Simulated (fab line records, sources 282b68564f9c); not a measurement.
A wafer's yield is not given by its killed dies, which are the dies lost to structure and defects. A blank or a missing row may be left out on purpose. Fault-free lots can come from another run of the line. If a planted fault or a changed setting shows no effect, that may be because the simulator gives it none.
fab line records -- flow ritCmos
record lots=14, wafers=42, lastDay=7
route steps=202 shown PSD@151 SILICIDE@162 CONTACT@177
lots that met no fault: from a run of the same line without faults
startH: start of the lot's first displayed wafer, in hours after the record's first day -- waitH: hours elapsed since this lot's preceding step -- " identical to the entry in the row above -- L1.1+2: one row covering several wafers at once -- - value missing, or start not given -- * or withheld: withheld -- < > ~ a bound
route shown NAME@n: NAME is a module with steps in the file, n the number in the route of the first one -- usual: mean/standard deviation taken from wafers without a fault -- same: alike in all rows -- chamber/n: place in a boat -- sites: readings site by site -- _std_site: standard deviation of those values -- _edge_site: inner sites' mean taken away from outer sites' mean -- radiusMm: for every site, how far away it sits from the centre of the wafer -- mask NAME#n: copy n -- behind: the last tool/chamber to shape the wafer -- hold: why the lot was held/for how many hours/how that ended -- device: names the non-switching transistor (n, p or np) -- end of line: tests run on the same wafers once the route is complete -- where a step has no rows: the recipe by itself -- killed: at the first sort, the dies lost to defects and structure; wafer yield is something else -- map: a wafer's dies, marking killed ones x, the rest . and places with no die _
set.NAME: setting as actually run; set.NAME@STEP: the setting as run at that earlier step -- model.NAME: the simulator's own value behind a step, which no gauge read
a sample of lots followed through the steps of the route, with each step as a table and each wafer as a row
services: from which hour (startH, from the record's first day; less than 0 if before it) a tool's chamber was out of use, for how many hours, and why
## steps
# step RIT_PSD_STRIP_09
# recipe chemistry=O2, timeS=180, resist=NOVOLAK, platenTempC=withheld, powerW=500, pressureMtorr=4000, o2FlowSccm=4000
# usual chamberPressureMTorr=4000/4, drypumpMotorCurrentA=6.1/0.57, rfReflPowerW=6.9/1.2
lot.wafer,tool,chamber,startH,waitH,chamberPressureMTorr,drypumpMotorCurrentA,rfHoursCounterH,rfReflPowerW
L717.3,plasmaAsher-04,1,49.68,0.1,4000,6.6,-,5.8
L717.4,plasmaAsher-04,0,49.68,0.1,3999,5.9,-,8.4
L717.5,plasmaAsher-04,0,49.68,0.1,4003,5.9,-,8.2
L719.3,plasmaAsher-04,0,63.07,0.1,3997,5.9,-,8.6
L719.5,plasmaAsher-04,1,63.07,0.1,3999,6.6,-,5.8
L719.6,plasmaAsher-04,0,63.07,0.1,4001,5.9,-,8.2
L720.2,plasmaAsher-02,1,67.58,0.1,4004,4.9,38,7.5
L720.3,plasmaAsher-02,1,67.58,0.1,4000,4.9,-,7.6
L720.5,plasmaAsher-02,1,67.58,0.1,3998,4.9,-,7.2
L721.1,plasmaAsher-01,1,69.61,0.1,4005,6.0,40,6.5
L721.2,plasmaAsher-01,0,69.61,0.1,3999,6.1,40,8.6
L721.6,plasmaAsher-01,0,69.61,0.1,3996,6.1,-,8.1
L722.1,plasmaAsher-01,0,74.84,0.1,3996,6.1,41,8.0
L722.3,plasmaAsher-01,0,74.84,0.1,3996,6.1,-,8.2
L722.6,plasmaAsher-01,1,74.84,0.1,4006,6.0,-,6.9
L724.1,plasmaAsher-02,1,89.16,0.1,4002,5.0,41,7.2
L724.5,plasmaAsher-02,0,89.16,0.1,3998,6.8,-,5.2
L724.6,plasmaAsher-02,1,89.16,0.1,4006,5.0,-,7.2
L726.3,plasmaAsher-01,0,93.34,0.1,4001,6.1,-,8.5
L726.4,plasmaAsher-01,1,93.34,0.1,3997,6.0,-,6.5
L726.5,plasmaAsher-01,1,93.34,0.1,3995,6.0,-,6.6
L730.2,plasmaAsher-04,0,113.61,0.1,3999,5.9,31,8.2
L730.3,plasmaAsher-04,0,113.61,0.1,4001,5.9,-,7.8
L730.5,plasmaAsher-04,0,113.61,0.1,4001,5.9,-,8.5
L731.3,plasmaAsher-04,0,118.05,0.1,4001,5.9,-,8.5
L731.4,plasmaAsher-04,1,118.05,0.1,4000,6.6,-,6.0
L731.5,plasmaAsher-04,0,118.05,0.1,3994,5.9,-,8.3
L734.1,plasmaAsher-01,0,134.47,0.1,3994,6.1,48,8.4
L734.3,plasmaAsher-01,1,134.47,0.1,3993,6.0,-,6.9
L734.5,plasmaAsher-01,0,134.47,0.1,4003,6.1,-,8.5
L735.1,plasmaAsher-02,0,138.36,0.1,4003,6.7,46,5.2
L735.3,plasmaAsher-02,0,138.36,0.1,4002,6.8,-,5.1
L735.6,plasmaAsher-02,1,138.36,0.1,3995,5.0,-,7.9
L737.1,plasmaAsher-04,0,151.36,0.1,3996,5.9,36,8.2
L737.3,plasmaAsher-04,1,151.36,0.1,4002,6.6,-,5.9
L737.5,plasmaAsher-04,0,151.36,0.1,4004,5.9,-,8.2
L738.4,plasmaAsher-02,1,153.90,0.1,4000,4.9,-,7.2
L738.5,plasmaAsher-02,1,153.90,0.1,4000,4.9,-,7.2
L738.6,plasmaAsher-02,0,153.90,0.1,3999,6.8,-,5.2
L740.2,plasmaAsher-02,0,163.31,0.1,3992,6.8,49,5.4
L740.4,plasmaAsher-02,0,163.31,0.1,4002,6.7,-,5.4
L740.5,plasmaAsher-02,1,163.31,0.1,4008,4.9,-,7.3
# step RIT_SILICIDE_SPUTTER_01
# recipe material=Ti, targetThkNm=30, powerW=350, chamberPressurePa=0.667, gas=Ar, timeS=240, substrateTempC=25
# usual throttleValvePct=30.4/1
lot.wafer,tool,chamber,startH,waitH,throttleValvePct
L717.3,pvdSputter-04,-,50.78,0.0,30.2
L717.4,pvdSputter-04,-,50.78,0.0,30.2
L717.5,pvdSputter-04,-,50.78,0.0,30.5
L719.3,pvdSputter-03,-,64.17,0.0,28.7
L719.5,pvdSputter-03,-,64.17,0.0,30.4
L719.6,pvdSputter-03,-,64.17,0.0,32.2
L720.2,pvdSputter-03,-,68.73,0.0,28.9
L720.3,pvdSputter-03,-,68.73,0.0,29.7
L720.5,pvdSputter-03,-,68.73,0.0,28.6
L721.1,pvdSputter-02,-,70.76,0.0,28.8
L721.2,pvdSputter-02,-,70.76,0.0,30.0
L721.6,pvdSputter-02,-,70.76,0.0,29.4
L722.1,pvdSputter-04,-,76.02,0.0,31.1
L722.3,pvdSputter-04,-,76.02,0.0,30.3
L722.6,pvdSputter-04,-,76.02,0.0,30.1
L724.1,pvdSputter-04,-,90.32,0.0,31.3
L724.5,pvdSputter-04,-,90.32,0.0,31.0
L724.6,pvdSputter-04,-,90.32,0.0,30.0
L726.3,pvdSputter-04,-,94.45,0.0,30.1
L726.4,pvdSputter-04,-,94.45,0.0,30.9
L726.5,pvdSputter-04,-,94.45,0.0,30.9
L730.2,pvdSputter-04,-,114.76,0.0,30.9
L730.3,pvdSputter-04,-,114.76,0.0,30.8
L730.5,pvdSputter-04,-,114.76,0.0,30.9
L731.3,pvdSputter-02,-,119.14,0.0,29.5
L731.4,pvdSputter-02,-,119.14,0.0,31.9
L731.5,pvdSputter-02,-,119.14,0.0,32.0
L734.1,pvdSputter-04,-,135.62,0.0,30.8
L734.3,pvdSputter-04,-,135.62,0.0,30.2
L734.5,pvdSputter-04,-,135.62,0.0,30.2
L735.1,pvdSputter-02,-,139.51,0.0,28.8
L735.3,pvdSputter-02,-,139.51,0.0,30.4
L735.6,pvdSputter-02,-,139.51,0.0,29.9
L737.1,pvdSputter-03,-,152.55,0.0,30.1
L737.3,pvdSputter-03,-,152.55,0.0,29.5
L737.5,pvdSputter-03,-,152.55,0.0,28.7
L738.4,pvdSputter-04,-,155.00,0.0,30.8
L738.5,pvdSputter-04,-,155.00,0.0,31.1
L738.6,pvdSputter-04,-,155.00,0.0,30.2
L740.2,pvdSputter-04,-,164.50,0.0,30.9
L740.4,pvdSputter-04,-,164.50,0.0,30.4
L740.5,pvdSputter-04,-,164.50,0.0,31.1
# step RIT_SILICIDE_RTA_04
# recipe tempC=650, timeS=10, idleTempC=25, rampUpS=5, rampDownS=5, coolToC=25, ambient=N2
# usual annealTempCMax=652.4/0.84, chamberO2Ppm=2.002/0.021, wafer_temp_C_max=654.2/1
lot.wafer,tool,chamber,startH,waitH,annealTempCMax,chamberO2Ppm,wafer_temp_C_max
L717.3,rtpAnneal-01,0,51.13,0.1,652.6,2.001,654.1
L717.4,rtpAnneal-01,0,51.13,0.1,653.4,2.010,653.7
L717.5,rtpAnneal-01,0,51.13,0.1,653.6,2.007,653.1
L719.3,rtpAnneal-01,0,64.52,0.1,653.1,2.011,653.1
L719.5,rtpAnneal-01,0,64.52,0.1,654.6,2.020,653.9
L719.6,rtpAnneal-01,0,64.52,0.1,652.2,1.982,653.9
L720.2,rtpAnneal-02,0,69.08,0.1,651.6,2.019,654.5
L720.3,rtpAnneal-02,0,69.08,0.1,651.5,2.008,654.0
L720.5,rtpAnneal-02,0,69.08,0.1,652.3,2.046,654.3
L721.1,rtpAnneal-01,0,71.09,0.1,653.2,2.028,652.6
L721.2,rtpAnneal-01,0,71.09,0.1,652.7,2.002,654.7
L721.6,rtpAnneal-01,0,71.09,0.1,652.5,2.026,653.4
L722.1,rtpAnneal-02,0,76.35,0.1,651.6,1.993,654.4
L722.3,rtpAnneal-02,0,76.35,0.1,651.2,1.993,654.8
L722.6,rtpAnneal-02,0,76.35,0.1,651.2,1.992,654.5
L724.1,rtpAnneal-01,0,90.65,0.1,652.4,2.012,653.6
L724.5,rtpAnneal-01,0,90.65,0.1,653.1,1.995,654.8
L724.6,rtpAnneal-01,0,90.65,0.1,651.6,1.994,653.0
L726.3,rtpAnneal-02,0,94.80,0.1,651.7,2.009,654.2
L726.4,rtpAnneal-02,0,94.80,0.1,651.1,1.995,654.5
L726.5,rtpAnneal-02,0,94.80,0.1,650.9,1.964,656.8
L730.2,rtpAnneal-01,-,115.10,0.1,-,-,-
L730.3,rtpAnneal-01,-,115.10,0.1,-,-,-
L730.5,rtpAnneal-01,-,115.10,0.1,-,-,-
L731.3,rtpAnneal-02,-,119.49,0.1,-,-,-
L731.4,rtpAnneal-02,-,119.49,0.1,-,-,-
L731.5,rtpAnneal-02,-,119.49,0.1,-,-,-
L734.1,rtpAnneal-01,0,135.95,0.1,653.5,2.029,653.3
L734.3,rtpAnneal-01,0,135.95,0.1,652.5,1.967,653.3
L734.5,rtpAnneal-01,0,135.95,0.1,653.5,2.016,653.6
L735.1,rtpAnneal-02,0,139.84,0.1,651.8,2.051,655.2
L735.3,rtpAnneal-02,0,139.84,0.1,652.2,2.062,655.8
L735.6,rtpAnneal-02,0,139.84,0.1,651.8,2.040,656.4
L737.1,rtpAnneal-02,0,152.88,0.1,652.4,2.021,654.0
L737.3,rtpAnneal-02,0,152.88,0.1,651.8,2.025,656.9
L737.5,rtpAnneal-02,0,152.88,0.1,651.7,1.988,655.2
L738.4,rtpAnneal-01,0,155.36,0.1,653.0,1.988,654.5
L738.5,rtpAnneal-01,0,155.36,0.1,653.1,1.989,653.7
L738.6,rtpAnneal-01,0,155.36,0.1,653.3,1.995,652.9
L740.2,rtpAnneal-01,0,164.84,0.1,654.0,1.998,653.5
L740.4,rtpAnneal-01,0,164.84,0.1,652.5,1.976,653.3
L740.5,rtpAnneal-01,0,164.84,0.1,652.2,1.970,652.9
# step RIT_CONTACT_OVL_MEAS_09
# usual CONTACT_OVL=-1.7/1.3
lot.wafer,tool,chamber,startH,waitH,CONTACT_OVL[nm]
L717.3,overlay-02,-,52.49,0.1,-0.8
L717.4,overlay-02,-,52.49,0.1,-2.5
L717.5,overlay-02,-,52.49,0.1,-1.6
L719.3,overlay-01,-,65.88,0.1,0.0
L719.5,overlay-01,-,65.88,0.1,-0.2
L719.6,overlay-01,-,65.88,0.1,0.5
L720.2,overlay-02,-,70.44,0.1,-2.5
L720.3,overlay-02,-,70.44,0.1,-3.9
L720.5,overlay-02,-,70.44,0.1,-2.3
L721.1,overlay-02,-,72.59,0.1,-4.0
L721.2,overlay-02,-,72.59,0.1,-2.3
L721.6,overlay-02,-,72.59,0.1,-2.6
L722.1,overlay-01,-,77.85,0.1,-2.1
L722.3,overlay-01,-,77.85,0.1,-1.5
L722.6,overlay-01,-,77.85,0.1,-0.8
L724.1,overlay-01,-,92.15,0.1,0.9
L724.5,overlay-01,-,92.15,0.1,-0.3
L724.6,overlay-01,-,92.15,0.1,0.1
L726.3,overlay-02,-,96.40,0.1,-0.5
L726.4,overlay-02,-,96.40,0.1,-1.9
L726.5,overlay-02,-,96.40,0.1,-2.7
L734.1,overlay-01,-,137.45,0.1,-1.4
L734.3,overlay-01,-,137.45,0.1,-3.8
L734.5,overlay-01,-,137.45,0.1,-2.4
L735.1,overlay-01,-,141.37,0.1,-2.7
L735.3,overlay-01,-,141.37,0.1,-1.8
L735.6,overlay-01,-,141.37,0.1,-1.8
L737.1,overlay-01,-,154.37,0.1,0.0
L737.3,overlay-01,-,154.37,0.1,-2.6
L737.5,overlay-01,-,154.37,0.1,-3.5
L738.4,overlay-01,-,156.85,0.1,-1.6
L738.5,overlay-01,-,156.85,0.1,-2.4
L738.6,overlay-01,-,156.85,0.1,-1.7
L740.2,overlay-02,-,166.22,0.1,-1.5
L740.4,overlay-02,-,166.22,0.1,-1.3
L740.5,overlay-02,-,166.22,0.1,-1.9
## services
tool,chamber,startH,hours,kind
plasmaAsher-02,-,50.39,3.1,repair
pvdSputter-03,-,59.24,2.6,repair
pvdSputter-04,-,68.57,2.7,repair
plasmaAsher-04,-,78.37,17.6,repair
rtpAnneal-02,-,107.59,4.7,pm
pvdSputter-04,-,110.36,2.0,repair
plasmaAsher-02,-,111.69,0.8,repair
pvdSputter-02,-,114.71,4.2,repair
plasmaAsher-01,-,122.12,4.2,pm
pvdSputter-03,-,145.52,5.8,repair
pvdSputter-03,-,156.37,2.7,repair
plasmaAsher-04,-,160.67,3.1,repair
## key
firstSign step=RIT_SILICIDE_RTA_04, reading=toolRecord, direction=missing
effect none on later readings
metAt RIT_SILICIDE_RTA_04
struckLots L730,L731
laterRowsLeftOut L730.2,L730.3,L730.5,L731.3,L731.4,L731.5
sortLeftOut L730.2,L730.3,L730.5,L731.3,L731.4,L731.5
testerLeftOut L730,L731
loopTrim step=RIT_CONTACT_EXPOSE_05, setting=dose, lots=L731
notActingAt RIT_PSD_STRIP_09,RIT_SILICIDE_SPUTTER_01,RIT_CONTACT_OVL_MEAS_09
onsetBetween 94.80 115.10
fault kind=skippedStepWhole, tool=rtpAnneal-01,rtpAnneal-02, chamber=-, onsetH=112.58, steps=RIT_SILICIDE_RTA_04, scope=struckLotsOnly
# testerLeftOut: of these lots the tester's yield and bins aren't shown, on N5 and GAA mostly nor the transistor test; their killed dies are dies lost to structure and defects alone, not to doping, threshold or leakage, so they don't give the yield
# sortLeftOut: the simulated sort isn't trusted on such a fault, so these wafers' sort isn't shown, and their yield isn't known
# laterRowsLeftOut: the simulator's readings of these wafers behind a module that went badly wrong aren't trusted and aren't shown, but for the sort
# loopTrim: a control loop set the setting to another value than it would have without faults
